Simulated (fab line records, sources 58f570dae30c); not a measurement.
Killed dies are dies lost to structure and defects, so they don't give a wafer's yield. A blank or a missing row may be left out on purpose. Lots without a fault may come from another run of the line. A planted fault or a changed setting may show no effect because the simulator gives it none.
fab line records | flow berkeley_cmos170
record lots=5 wafers=23
route steps=331 shown PLDD@148 NLDD@159 NSD@190 CONTACT@217 M2@272
start_h: hours from the record's first day to the start of the lot's first wafer shown | wait_h: hours since the lot's step before | " the same as in the row above | L1.1+2: a row that stands for several wafers | - no value, or no start given | * or withheld: withheld | < > ~ a bound
route shown NAME@n: a module of which the file shows steps, and the number in the route of the first | usual: mean/standard deviation of fault-free wafers | same: alike in all rows | chamber/n: place in a boat | sites: the reading at each site | _std_site: their standard deviation | _edge_site: outer sites' mean less inner sites' | radius_mm: how far each site lies from the wafer's centre | mask NAME#n: copy n | behind: the tool/chamber that last shaped the wafer | hold: why the lot was held/for how many hours/how that ended | device: the transistor (n, p or np) that didn't switch | end of line: the same wafers' tests at the end of the route | a step without rows: its recipe alone | killed: dies lost to structure and defects at the first sort, not the wafer's yield | map: a wafer's dies, x killed, . not, _ none there
set.NAME: the setting as run; set.NAME@STEP: as run at that earlier step | model.NAME: the simulator's own value behind a step, which no gauge read
lots whose settings were changed on purpose; a table a step, a row a wafer
## steps
# step UCB170_PLDD_EXPOSE_03
# recipe mask_id=PSELECT na=0.5 sigma_outer=0.6 source_shape=conventional target_cd_nm=1200 dose_mj=30
# columns lot.wafer tool chamber start_h wait_h mask set.dose_mj
L076.2+3+4+5+6 krf_scanner-01 0 158.10 0.5 PSELECT#0 30
L078.1+4+6 krf_scanner-01 0 169.23 0.1 PSELECT#0 28.37
L078.2+3 " 0 " " PSELECT#0 30
L079.3+4+5 krf_scanner-02 0 169.51 0.3 PSELECT#0 30
L080.1+2+4+5+6 krf_scanner-01 0 169.88 0.2 PSELECT#0 30
L084.2+6 krf_scanner-02 0 181.94 0.1 PSELECT#0 28.99
L084.3+4+5 " 0 " " PSELECT#0 30
# step UCB170_PLDD_PEB_04
# recipe peb_temp_c=130 peb_time_s=withheld resist=KrF
# step UCB170_PLDD_DEVELOP_05
# recipe developer=TMAH develop_time_s=45 resist=KrF dev_temp_c=21
# step UCB170_PLDD_CD_MEAS_06
# recipe target_cd_nm=1200
# usual cd_nm=1200.1/1.4
# columns lot.wafer tool chamber start_h wait_h set.dose_mj@PLDD_EXPOSE_03 cd_nm
L076.2 cd_sem-01 - 158.62 - 30 1200.4
L076.3 " - " " 30 1200.3
L076.4 " - " " 30 1200.4
L076.5 " - " " 30 1198.7
L076.6 " - " " 30 1200.1
L078.1 cd_sem-01 - 170.03 - 28.37 1189.5
L078.2 " - " " 30 1198.3
L078.3 " - " " 30 1200.2
L078.4 " - " " 28.37 1190.9
L078.6 " - " " 28.37 1188.5
L079.3 cd_sem-01 - 170.34 - 30 1202.5
L079.4 " - " " 30 1201.7
L079.5 " - " " 30 1199.6
L080.1 cd_sem-01 - 170.78 - 30 1200.7
L080.2 " - " " 30 1201.4
L080.4 " - " " 30 1201.2
L080.5 " - " " 30 1199.8
L080.6 " - " " 30 1202.0
L084.2 cd_sem-02 - 183.21 - 28.99 1195.4
L084.3 " - " " 30 1198.2
L084.4 " - " " 30 1199.6
L084.5 " - " " 30 1198.8
L084.6 " - " " 28.99 1194.4
# step UCB170_NLDD_COAT_01
# recipe resist=KrF spin_rpm=1500 resist_thk_nm=900
# columns lot.wafer tool chamber start_h wait_h set.resist_thk_nm model.KrF_of_NLDD_COAT_01.thk_nm
L076.2 litho_track-01 0 159.93 0.1 859.1 857.4
L076.3 " 0 " " 900 897.6
L076.4 " 0 " " 900 898
L076.5 " 0 " " 859.1 858.5
L076.6 " 0 " " 900 898.7
L078.1 litho_track-04 0 171.00 0.1 900 900.2
L078.2 " 0 " " 855.9 859.4
L078.3 " 0 " " 900 901.9
L078.4 " 0 " " 855.9 857.5
L078.6 " 0 " " 900 900.8
L079.3 litho_track-04 0 171.78 0.1 900 901.7
L079.4 " 0 " " 900 896.9
L079.5 " 0 " " 900 901.2
L080.1 litho_track-01 0 172.45 0.1 900 902.6
L080.2 " 0 " " 846 848.6
L080.4 " 0 " " 900 902.7
L080.5 " 0 " " 846 849.2
L080.6 " 0 " " 846 847.4
L084.2 litho_track-04 0 184.99 0.1 871.8 867.8
L084.3 " 0 " " 871.8 872.2
L084.4 " 0 " " 900 897.5
L084.5 " 0 " " 900 897.3
L084.6 " 0 " " 900 898.1
# step UCB170_NLDD_IMPLANT_09
# recipe species=As dose_cm2=5e+13 energy_kev=30 tilt_deg=7 rotation_deg=180
# columns lot.wafer tool chamber start_h wait_h set.dose_cm2
L076.2+3+5 implanter-04 0 161.09 0.1 5e+13
L076.4+6 " 0 " " 4.835e+13
L078.1+6 implanter-04 0 172.66 0.1 5e+13
L078.2+3+4 " 0 " " 5.293e+13
L079.3+4+5 implanter-01 0 173.70 0.1 5e+13
L080.1+5+6 implanter-02 0 174.37 0.1 5.096e+13
L080.2+4 " 0 " " 5e+13
L084.2+3+4+5+6 implanter-04 0 186.54 0.1 5e+13
# step UCB170_NLDD_STRIP_10
# recipe chemistry=O2 power_w=400 pressure_mtorr=3500 platen_temp_c=withheld o2_flow_sccm=400 overash_fraction=0.5
# usual strip_time_to_endpoint_s=21.64/0.053
# columns lot.wafer tool chamber start_h wait_h set.resist_thk_nm@NLDD_COAT_01 strip_time_to_endpoint_s
L076.2 plasma_asher-01 0 161.21 0.1 859.1 20.60
L076.3 " 0 " " 900 21.57
L076.4 " 1 " " 900 21.58
L076.5 " 1 " " 859.1 20.63
L076.6 " 0 " " 900 21.61
L078.1 plasma_asher-01 1 172.81 0.1 900 21.63
L078.2 " 0 " " 855.9 20.66
L078.3 " 0 " " 900 21.67
L078.4 " 1 " " 855.9 20.62
L078.6 " 0 " " 900 21.64
L079.3 plasma_asher-02 1 173.83 0.1 900 21.65
L079.4 " 0 " " 900 21.56
L079.5 " 0 " " 900 21.66
L080.1 plasma_asher-04 0 174.52 0.1 900 21.70
L080.2 " 1 " " 846 20.40
L080.4 " 0 " " 900 21.69
L080.5 " 0 " " 846 20.41
L080.6 " 1 " " 846 20.37
L084.2 plasma_asher-01 1 186.67 0.1 871.8 20.86
L084.3 " 0 " " 871.8 20.96
L084.4 " 1 " " 900 21.56
L084.5 " 1 " " 900 21.55
L084.6 " 0 " " 900 21.58
# step UCB170_NSD_EXPOSE_03
# recipe mask_id=NSELECT_MOD na=0.5 sigma_outer=0.6 source_shape=conventional target_cd_nm=1200 dose_mj=30
# columns lot.wafer tool chamber start_h wait_h mask set.dose_mj
L076.2+3 krf_scanner-02 0 172.71 0.1 NSELECT_MOD#0 28.21
L076.4+5+6 " 0 " " NSELECT_MOD#0 30
L078.1+2+3+4+6 krf_scanner-02 0 180.86 0.1 NSELECT_MOD#0 30
L079.3+4+5 krf_scanner-02 0 182.08 0.1 NSELECT_MOD#0 30
L080.1+2+4+5+6 krf_scanner-02 0 182.31 0.1 NSELECT_MOD#0 30
L084.2+3+4 krf_scanner-02 0 194.38 0.4 NSELECT_MOD#0 30
L084.5+6 " 0 " " NSELECT_MOD#0 31.99
# step UCB170_NSD_PEB_04
# recipe peb_temp_c=130 peb_time_s=withheld resist=KrF
# columns lot.wafer tool chamber start_h wait_h set.peb_temp_c
L076.2+4 litho_track-03 0 173.16 0.4 128.1
L076.3+5+6 " 0 " " 130
L078.1+2+6 litho_track-02 0 181.86 1.0 130
L078.3+4 " 0 " " 126.7
L079.3+4+5 litho_track-02 0 183.09 1.0 130
L080.1+2+4 litho_track-03 0 183.31 1.0 127.5
L080.5+6 " 0 " " 130
L084.2+4 litho_track-02 0 194.54 0.1 127.3
L084.3+5+6 " 0 " " 130
# step UCB170_NSD_DEVELOP_05
# recipe developer=TMAH develop_time_s=45 resist=KrF dev_temp_c=21
# step UCB170_NSD_CD_MEAS_06
# recipe target_cd_nm=1200
# usual cd_nm=1199.0/1.3
# columns lot.wafer tool chamber start_h wait_h set.dose_mj@NSD_EXPOSE_03 set.peb_temp_c@NSD_PEB_04 cd_nm
L076.2 cd_sem-01 - 173.84 - 28.21 128.1 1172.0
L076.3 " - " " 28.21 130 1186.8
L076.4 " - " " 30 128.1 1183.6
L076.5 " - " " 30 130 1197.6
L076.6 " - " " 30 130 1197.3
L078.1 cd_sem-01 - 182.14 - 30 130 1198.5
L078.2 " - " " 30 130 1199.6
L078.3 " - " " 30 126.7 1173.7
L078.4 " - " " 30 126.7 1172.5
L078.6 " - " " 30 130 1199.5
L079.3 cd_sem-02 - 183.59 - 30 130 1199.2
L079.4 " - " " 30 130 1198.0
L079.5 " - " " 30 130 1198.4
L080.1 cd_sem-02 - 183.67 - 30 127.5 1181.0
L080.2 " - " " 30 127.5 1179.5
L080.4 " - " " 30 127.5 1181.2
L080.5 " - " " 30 130 1198.3
L080.6 " - " " 30 130 1198.7
L084.2 cd_sem-02 - 194.81 - 30 127.3 1176.5
L084.3 " - " " 30 130 1197.2
L084.4 " - " " 30 127.3 1178.0
L084.5 " - " " 31.99 130 1209.6
L084.6 " - " " 31.99 130 1211.5
# step UCB170_NSD_IMPLANT_08
# recipe species=P dose_cm2=3e+15 energy_kev=40 tilt_deg=7
# step UCB170_SDANNEAL_RS_MEAS_05
# recipe thk_meas_gauge=four-point-probe
# usual NLDD_RS=615.5/1.3
# columns lot.wafer tool chamber start_h wait_h set.dose_cm2@NLDD_IMPLANT_09 NLDD_RS[ohm/sq]
L076.2 film_metro-01 - 175.86 0.1 5e+13 613.0
L076.3 " - " " 5e+13 615.1
L076.4 " - " " 4.835e+13 620.7
L076.5 " - " " 5e+13 614.5
L076.6 " - " " 4.835e+13 622.1
L078.1 film_metro-04 - 185.09 0.1 5e+13 616.1
L078.2 " - " " 5.293e+13 605.7
L078.3 " - " " 5.293e+13 604.1
L078.4 " - " " 5.293e+13 604.0
L078.6 " - " " 5e+13 615.2
L079.3 film_metro-03 - 186.28 0.1 5e+13 615.1
L079.4 " - " " 5e+13 616.5
L079.5 " - " " 5e+13 616.1
L080.1 film_metro-04 - 186.50 0.1 5.096e+13 610.8
L080.2 " - " " 5e+13 616.1
L080.4 " - " " 5e+13 616.6
L080.5 " - " " 5.096e+13 609.8
L080.6 " - " " 5.096e+13 610.5
L084.2 film_metro-01 - 196.86 0.1 5e+13 615.9
L084.3 " - " " 5e+13 616.8
L084.4 " - " " 5e+13 614.8
L084.5 " - " " 5e+13 616.1
L084.6 " - " " 5e+13 617.5
# step UCB170_CONTACT_CVD_01
# recipe material=PSG target_thk_nm=700 temp_c=450 precursor=SiH4/O2/PH3 time_s=2820 pressure_mtorr=300 sih4_flow_sccm=60 o2_flow_sccm=90 ph3_flow_sccm=25
# columns lot.wafer tool chamber start_h wait_h set.o2_flow_sccm model.PSG_of_CONTACT_CVD_01.thk_nm
L076.2 - - - 1.1 81.44 673.4
L076.3 " - " " 81.44 674.5
L076.4 " - " " 81.44 676.1
L076.5 " - " " 81.44 669.9
L076.6 " - " " 81.44 670.3
L078.1 - - - 0.0 85.68 689
L078.2 " - " " 85.68 688.5
L078.3 " - " " 85.68 684.9
L078.4 " - " " 85.68 692.6
L078.6 " - " " 85.68 692.3
L079.3 lpcvd-01 0 187.36 0.5 90 693
L079.4 " 0 " " 90 698.3
L079.5 " 0 " " 90 698
L080.1 - - - 0.2 95.91 722.5
L080.2 " - " " 95.91 725.9
L080.4 " - " " 95.91 726.3
L080.5 " - " " 95.91 726.6
L080.6 " - " " 95.91 727.8
L084.2 - - - 1.2 82.79 669.1
L084.3 " - " " 82.79 675.5
L084.4 " - " " 82.79 676.7
L084.5 " - " " 82.79 667.3
L084.6 " - " " 82.79 669.3
# step UCB170_CONTACT_THK_MEAS_02
# recipe reads=PSG_of_CONTACT_CVD_01
# usual CONTACT_PSG_THK=702/4.9
# columns lot.wafer tool chamber start_h wait_h set.o2_flow_sccm@CONTACT_CVD_01 CONTACT_PSG_THK[nm]
L076.2 film_metro-01 - - - 81.44 673
L076.3 " - " " 81.44 674
L076.4 " - " " 81.44 676
L076.5 " - " " 81.44 670
L076.6 " - " " 81.44 670
L078.1 film_metro-03 - - - 85.68 689
L078.2 " - " " 85.68 689
L078.3 " - " " 85.68 685
L078.4 " - " " 85.68 693
L078.6 " - " " 85.68 692
L080.1 film_metro-02 - - - 95.91 722
L080.2 " - " " 95.91 726
L080.4 " - " " 95.91 726
L080.5 " - " " 95.91 727
L080.6 " - " " 95.91 728
L079.3 film_metro-03 - 189.17 0.0 90 693
L079.4 " - " " 90 698
L079.5 " - " " 90 698
L084.2 film_metro-01 - - - 82.79 669
L084.3 " - " " 82.79 675
L084.4 " - " " 82.79 677
L084.5 " - " " 82.79 667
L084.6 " - " " 82.79 670
# step UCB170_CONTACT_ETCH_17
# recipe chemistry=N2/H2 target_depth_a=withheld overetch_a=withheld target=BARC time_s=withheld source_w=500 bias_w=100 pressure_mtorr=30 n2_flow_sccm=100 h2_flow_sccm=200
# columns lot.wafer tool chamber start_h wait_h set.source_w
L076.2+5 rie_diel-04 3 183.02 0.0 476.2
L076.3+4+6 " 2,1,2 " " 500
L078.1+4+6 rie_diel-02 1,1,2 189.88 0.0 500
L078.2+3 " 0,2 " " 451.3
L080.1+4+5 rie_diel-04 3,3,2 191.40 0.0 500
L080.2+6 " 2,0 " " 457.5
L079.3+4+5 rie_diel-02 2,2,1 192.13 0.0 500
L084.2+5 rie_diel-02 0,1 203.50 0.0 500
L084.3+4+6 " 3,2,2 " " 449.5
# step UCB170_CONTACT_ETCH_18
# recipe chemistry=CHF3/CF4/Ar target=PSG stop_on=TiSi2 CHF3_flow_sccm=45 cf4_flow_sccm=15 Ar_flow_sccm=150 pressure_mtorr=200 rf_w=700 target_depth_a=8400 over_etch_frac=0.2 time_s=195
# columns lot.wafer tool chamber start_h wait_h set.o2_flow_sccm@CONTACT_CVD_01 model.CONTACT.feature_depth_nm model.etch.depth_nm
L076.2 rie_diel-04 3 - - 81.44 673.4 -
L076.3 " 2 " " 81.44 674.5 674.5
L076.4 " 1 " " 81.44 676.1 -
L076.5 " 3 " " 81.44 669.9 -
L076.6 " 2 " " 81.44 670.3 670.3
L078.1 rie_diel-02 1 - - 85.68 689 689
L078.2 " 0 " " 85.68 688.5 688.5
L078.3 " 2 " " 85.68 684.9 684.9
L078.4 " 1 " " 85.68 692.6 692.6
L078.6 " 2 " " 85.68 692.3 692.3
L080.1 rie_diel-04 3 - - 95.91 722.5 722.5
L080.2 " 2 " " 95.91 725.9 725.9
L080.4 " 3 " " 95.91 726.3 726.3
L080.5 " 2 " " 95.91 726.6 726.6
L080.6 " 0 " " 95.91 727.8 727.8
L079.3 rie_diel-02 2 - - 90 693 693
L079.4 " 2 " " 90 698.3 698.3
L079.5 " 1 " " 90 698 698
L084.2 rie_diel-02 0 - - 82.79 669.1 669.1
L084.3 " 3 " " 82.79 675.5 675.5
L084.4 " 2 " " 82.79 676.7 676.7
L084.5 " 1 " " 82.79 667.3 667.3
L084.6 " 2 " " 82.79 669.3 669.3
# step UCB170_M2_SPUTTER_01
# recipe material=Al target_thk_nm=900 time_s=120 power_w=6000 chamber_pressure_pa=0.5
# columns lot.wafer tool chamber start_h wait_h set.power_w model.Al_of_M2_SPUTTER_01.thk_nm
L076.2 pvd_sputter-04 - 190.59 0.0 6520 973.9
L076.3 " - " " 6000 903.4
L076.4 " - " " 6520 962.7
L076.5 " - " " 6520 972.3
L076.6 " - " " 6000 897.7
L078.1 pvd_sputter-01 - 198.01 0.0 6284 938.4
L078.2 " - " " 6284 941.9
L078.3 " - " " 6284 931.2
L078.4 " - " " 6000 902.4
L078.6 " - " " 6000 901.9
L080.1 pvd_sputter-02 - 199.10 0.0 6000 910.7
L080.2 " - " " 6000 909.9
L080.4 " - " " 6000 911.9
L080.5 " - " " 6000 928.7
L080.6 " - " " 6000 910
L079.3 pvd_sputter-04 - 199.35 0.0 6000 894.4
L079.4 " - " " 6000 898.2
L079.5 " - " " 6000 894.1
L084.2 pvd_sputter-04 - 212.37 0.0 6000 889.5
L084.3 " - " " 6000 891.1
L084.4 " - " " 6253 931.6
L084.5 " - " " 6000 888.3
L084.6 " - " " 6253 922
# step UCB170_M2_RS_MEAS_02
# recipe thk_meas_gauge=four-point-probe reads=Al_of_M2_SPUTTER_01
# usual M2_AL_RS=0.0321/0.00043
# columns lot.wafer tool chamber start_h wait_h set.power_w@M2_SPUTTER_01 M2_AL_RS[ohm/sq]
L076.2 film_metro-02 - 190.69 0.1 6520 0.0297
L076.3 " - " " 6000 0.0320
L076.4 " - " " 6520 0.0300
L076.5 " - " " 6520 0.0297
L076.6 " - " " 6000 0.0322
L078.1 film_metro-01 - 198.09 0.0 6284 0.0308
L078.2 " - " " 6284 0.0307
L078.3 " - " " 6284 0.0311
L078.4 " - " " 6000 0.0321
L078.6 " - " " 6000 0.0320
L080.1 film_metro-01 - 199.19 0.0 6000 0.0317
L080.2 " - " " 6000 0.0318
L080.4 " - " " 6000 0.0317
L080.5 " - " " 6000 0.0311
L080.6 " - " " 6000 0.0318
L079.3 film_metro-04 - 199.49 0.1 6000 0.0324
L079.4 " - " " 6000 0.0323
L079.5 " - " " 6000 0.0324
L084.2 film_metro-01 - 212.49 0.1 6000 0.0325
L084.3 " - " " 6000 0.0325
L084.4 " - " " 6253 0.0310
L084.5 " - " " 6000 0.0325
L084.6 " - " " 6253 0.0314
# step UCB170_M2_THK_MEAS_03
# recipe thk_meas_gauge=xrf reads=Al_of_M2_SPUTTER_01
# usual M2_AL_THK=889/15
# columns lot.wafer tool chamber start_h wait_h set.power_w@M2_SPUTTER_01 M2_AL_THK[nm]
L076.2 film_metro-02 - 190.80 0.1 6520 952
L076.3 " - " " 6000 881
L076.4 " - " " 6520 944
L076.5 " - " " 6520 947
L076.6 " - " " 6000 873
L078.1 film_metro-01 - 198.21 0.1 6284 936
L078.2 " - " " 6284 937
L078.3 " - " " 6284 928
L078.4 " - " " 6000 900
L078.6 " - " " 6000 894
L080.1 film_metro-01 - 199.31 0.1 6000 905
L080.2 " - " " 6000 903
L080.4 " - " " 6000 906
L080.5 " - " " 6000 924
L080.6 " - " " 6000 902
L079.3 film_metro-04 - 199.59 0.1 6000 881
L079.4 " - " " 6000 891
L079.5 " - " " 6000 881
L084.2 film_metro-01 - 212.60 0.1 6000 887
L084.3 " - " " 6000 884
L084.4 " - " " 6253 927
L084.5 " - " " 6000 880
L084.6 " - " " 6253 915
# step UCB170_M2_METAL_ETCH_18
# recipe chemistry=Cl2/BCl3 target=Al stop_on=SiO2 pressure_mtorr=12 target_depth_a=11700 over_etch_frac=0.3 time_s=195 icp_w=600 bias_w=120 Cl2_flow_sccm=90 bcl3_flow_sccm=45
# usual oes_product_au=0.846/0.013
# columns lot.wafer tool chamber start_h wait_h set.icp_w set.power_w@M2_SPUTTER_01 oes_product_au model.M2.feature_depth_nm model.etch.depth_nm
L076.2 rie_metal-03 1 193.67 - 661 6520 0.882 - -
L076.3 " 1 " " 661 6000 0.839 962.6 903.4
L076.4 " 0 " " 661 6520 0.874 - -
L076.5 " 1 " " 600 6520 0.880 - -
L076.6 " 0 " " 600 6000 0.845 954.6 897.7
L078.1 rie_metal-04 1 200.31 - 600 6284 0.862 991.3 938.4
L078.2 " 0 " " 600 6284 0.865 999.6 941.9
L078.3 " 0 " " 600 6284 0.863 989 931.2
L078.4 " 1 " " 600 6000 0.846 955.4 902.4
L078.6 " 1 " " 600 6000 0.847 955.1 901.9
L080.1 rie_metal-03 1 201.51 - 627.5 6000 0.856 966.9 910.7
L080.2 " 0 " " 627.5 6000 0.857 968.9 909.9
L080.4 " 0 " " 600 6000 0.847 968.8 911.9
L080.5 " 0 " " 627.5 6000 0.862 987.4 928.7
L080.6 " 1 " " 600 6000 0.846 964.1 910
L079.3 rie_metal-02 0 201.81 - 600 6000 0.857 949.4 894.4
L079.4 " 1 " " 600 6000 0.828 957.4 898.2
L079.5 " 0 " " 600 6000 0.844 948.9 894.1
L084.2 rie_metal-03 1 217.02 - 600 6000 0.843 943.4 889.5
L084.3 " 1 " " 600 6000 0.838 945.3 891.1
L084.4 " 1 " " 600 6253 0.859 986.3 931.6
L084.5 " 1 " " 600 6000 0.843 942.4 888.3
L084.6 " 1 " " 600 6253 0.855 976.1 922
## key
split step=UCB170_PLDD_EXPOSE_03 setting=dose_mj stated=30 by=wafer
response step=UCB170_PLDD_CD_MEAS_06 reading=cd_nm change=+1.61 per=1% r=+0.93
split step=UCB170_NLDD_COAT_01 setting=resist_thk_nm stated=900 by=wafer
response step=UCB170_NLDD_COAT_01 reading=model.KrF_of_NLDD_COAT_01.thk_nm change=+8.87 per=1% r=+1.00
response step=UCB170_NLDD_STRIP_10 reading=strip_time_to_endpoint_s change=* per=1% r=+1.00
split step=UCB170_NLDD_IMPLANT_09 setting=dose_cm2 stated=5e+13 by=wafer
response step=UCB170_SDANNEAL_RS_MEAS_05 reading=NLDD_RS change=-2.05 per=1% r=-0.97
split step=UCB170_NSD_EXPOSE_03 setting=dose_mj stated=30 by=wafer
response step=UCB170_NSD_CD_MEAS_06 reading=cd_nm slope=+1.91 per=1% together_with=peb_temp_c@NSD_PEB_04 explained=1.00
split step=UCB170_NSD_PEB_04 setting=peb_temp_c stated=130 by=wafer
response step=UCB170_NSD_CD_MEAS_06 reading=cd_nm change=+11.1 per=1% r=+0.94
split step=UCB170_CONTACT_CVD_01 setting=o2_flow_sccm stated=90 by=lot
response step=UCB170_CONTACT_CVD_01 reading=model.PSG_of_CONTACT_CVD_01.thk_nm change=+3.36 per=1% r=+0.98
response step=UCB170_CONTACT_THK_MEAS_02 reading=CONTACT_PSG_THK change=+3.35 per=1% r=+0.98
response step=UCB170_CONTACT_ETCH_18 reading=model.CONTACT.feature_depth_nm change=+3.36 per=1% r=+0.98
response step=UCB170_CONTACT_ETCH_18 reading=model.etch.depth_nm change=+3.45 per=1% r=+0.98
split step=UCB170_CONTACT_ETCH_17 setting=source_w stated=500 by=wafer
response none clear
split step=UCB170_M2_SPUTTER_01 setting=power_w stated=6000 by=wafer
response step=UCB170_M2_SPUTTER_01 reading=model.Al_of_M2_SPUTTER_01.thk_nm change=+7.99 per=1% r=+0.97
response step=UCB170_M2_RS_MEAS_02 reading=M2_AL_RS change=-0.000272 per=1% r=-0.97
response step=UCB170_M2_THK_MEAS_03 reading=M2_AL_THK change=+8.15 per=1% r=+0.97
response step=UCB170_M2_METAL_ETCH_18 reading=oes_product_au change=+0.00399 per=1% r=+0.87
response step=UCB170_M2_METAL_ETCH_18 reading=model.M2.feature_depth_nm change=+8.42 per=1% r=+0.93
response step=UCB170_M2_METAL_ETCH_18 reading=model.etch.depth_nm change=+8.02 per=1% r=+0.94
split step=UCB170_M2_METAL_ETCH_18 setting=icp_w stated=600 by=wafer
response none clear
